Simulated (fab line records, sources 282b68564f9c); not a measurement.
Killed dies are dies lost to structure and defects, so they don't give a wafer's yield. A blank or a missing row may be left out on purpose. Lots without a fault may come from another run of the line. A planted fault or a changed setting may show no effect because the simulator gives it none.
A struck lot beside a sound one | flow rit_cmos | 23 steps out of a route of 202
Sound: wafers L960.1, L960.2, L960.5. Struck: wafers L965.3, L965.5, L965.6. The cause comes at the end.
At each step with rows: each side's tool, then ch and its chambers, then its first start. Under that, the readings that differ: sound wafers | struck wafers | difference of the means | sigmas: that difference in standard deviations of wafers without a fault.
alike: readings whose means differ by less than 2 such deviations, and words and numbers that are the same on both sides. not compared: withheld readings, readings that some wafer has no value for, bounds like >300 that may hide the same value, and numbers for which the record gives no deviation and whose values overlap.
The two part at a step that has a row with sigmas, a row that says differs or no value, or rows on one side only. Numbers that don't overlap but have no deviation are shown without sigmas and don't part them. A reading that every wafer of one side lacks parts them only if that side has two wafers or more.

RIT_CONTACT_CD_MEAS_08: target cd 1000 nm.
  sound on cd_sem-01, day 4 11:24; struck on cd_sem-01, day 5 12:43
  reading    | sound              | struck               | difference | sigmas
  cd_nm (nm) | 1000.3 997.7 998.0 | 1004.8 1004.7 1004.3 | +5.9       | +2
RIT_CONTACT_OVL_MEAS_09:
  sound on overlay-02, day 4 11:31; struck on overlay-02, day 5 12:48
  alike: CONTACT_OVL
then, 1 step without rows for these wafers: RIT_CONTACT_HARDBAKE_10 (time 60 s).
RIT_CONTACT_ETCH_11: etches SiO2 in CHF3/CF4/Ar, stops on TiSi2, target depth 480 nm, time 320 s.
  sound on rie_diel-03 ch 0,1,2, day 4 11:43; struck on rie_diel-01 ch 0,3, day 5 12:58
  alike: drypump_motor_current_A, mfc_ar_sccm, oes_product_au, throttle_valve_pct
  not compared: rf_hours_counter_h
RIT_CONTACT_STRIP_12: strips in O2, time 180 s.
  sound on plasma_asher-04 ch 0,1, day 4 11:54; struck on plasma_asher-04 ch 0,1, day 5 13:14
  alike: drypump_motor_current_A
  not compared: rf_hours_counter_h
RIT_CONTACT_CD_MEAS_90: target cd 1000 nm.
  sound on cd_sem-02, day 4 12:05; struck on cd_sem-02, day 5 13:23
  reading    | sound             | struck               | difference | sigmas
  cd_nm (nm) | 999.6 998.1 998.1 | 1004.0 1004.2 1003.6 | +5.3       | +2
then, 2 steps without rows for these wafers: RIT_CONTACT_CLEAN_13 (cleans in SC1, time 600 s); RIT_CONTACT_CLEAN_14 (cleans in SC2, time 600 s).
RIT_M1_SPUTTER_00: material Al, target thk 400 nm, time 500 s.
  sound on pvd_sputter-02, day 4 12:34; struck on pvd_sputter-01, day 5 13:49
  alike: substrate_temp_c, throttle_valve_pct
RIT_M1_RS_MEAS_01: measures by four-point-probe.
  sound on film_metro-03, day 4 12:52; struck on film_metro-04, day 5 14:09
  alike: M1_AL_RS
RIT_M1_THK_MEAS_02: measures by xrf.
  sound on film_metro-03, day 4 12:59; struck on film_metro-04, day 5 14:15
  alike: M1_AL_THK
then, 1 step without rows for these wafers: RIT_M1_HMDS_03 (prime time 60 s).
RIT_M1_COAT_04: resist thk 1300 nm.
  sound on litho_track-03 ch 0, day 4 13:11; struck on litho_track-04 ch 0, day 5 14:29
  reading                                 | sound                | struck               | difference | sigmas
  dispense_pressure_kPa (kPa)             | 46 46 46             | 54 54 54             | +8         | +2
  spin_speed_rpm (rpm)                    | 2001.0 1997.9 1997.4 | 1850.4 1849.7 1851.6 | -148.2     | -99 or more
  model.NOVOLAK_of_M1_COAT_04.thk_nm (nm) | 1295 1296 1296       | 1349 1352 1355       | +56        |
then, 4 steps without rows for these wafers: RIT_M1_SOFTBAKE_05 (time 60 s); RIT_M1_EXPOSE_06 (exposes mask M12, target cd 2600 nm); RIT_M1_PEB_07; RIT_M1_DEVELOP_08 (develop time 68 s).
RIT_M1_CD_MEAS_09: target cd 2600 nm.
  sound on cd_sem-02, day 4 13:59; struck on cd_sem-01, day 5 15:20
  alike: cd_nm
RIT_M1_OVL_MEAS_10:
  sound on overlay-01, day 4 14:07; struck on overlay-01, day 5 15:25
  alike: M1_OVL
then, 1 step without rows for these wafers: RIT_M1_HARDBAKE_11 (time 120 s).
RIT_M1_METAL_ETCH_12: etches Al in Cl2/BCl3, stops on SiO2, time 165 s, target depth 600 nm.
  sound on rie_metal-03 ch 0,1, day 4 14:24; struck on rie_metal-01 ch 0,1, day 5 15:45
  reading                                 | sound             | struck            | difference | sigmas
  model.NOVOLAK_of_M1_COAT_04.thk_nm (nm) | 783.8 810.5 807.8 | 837.3 840.7 861.1 | +45.7      |
  alike: drypump_motor_current_A, he_backside_leak_sccm, oes_product_au, throttle_valve_pct
  not compared: rf_hours_counter_h
then, 1 step without rows for these wafers: RIT_M1_STRIP_13 (strips in nmp, time 600 s).
RIT_M1_PROBE_99:
  sound on prober-02, day 4 16:40; struck on prober-02, day 5 18:05
  alike: killed_at_contacts, killed_at_front_end, killed_dies, killed_open, killed_short

WHERE THEY PART
First at RIT_CONTACT_CD_MEAS_08; last, within this record, at RIT_M1_COAT_04. Later steps at which nothing parts them and some readings are alike: RIT_M1_CD_MEAS_09, RIT_M1_OVL_MEAS_10, RIT_M1_METAL_ETCH_12, RIT_M1_PROBE_99.

WHY: what the simulator had put in
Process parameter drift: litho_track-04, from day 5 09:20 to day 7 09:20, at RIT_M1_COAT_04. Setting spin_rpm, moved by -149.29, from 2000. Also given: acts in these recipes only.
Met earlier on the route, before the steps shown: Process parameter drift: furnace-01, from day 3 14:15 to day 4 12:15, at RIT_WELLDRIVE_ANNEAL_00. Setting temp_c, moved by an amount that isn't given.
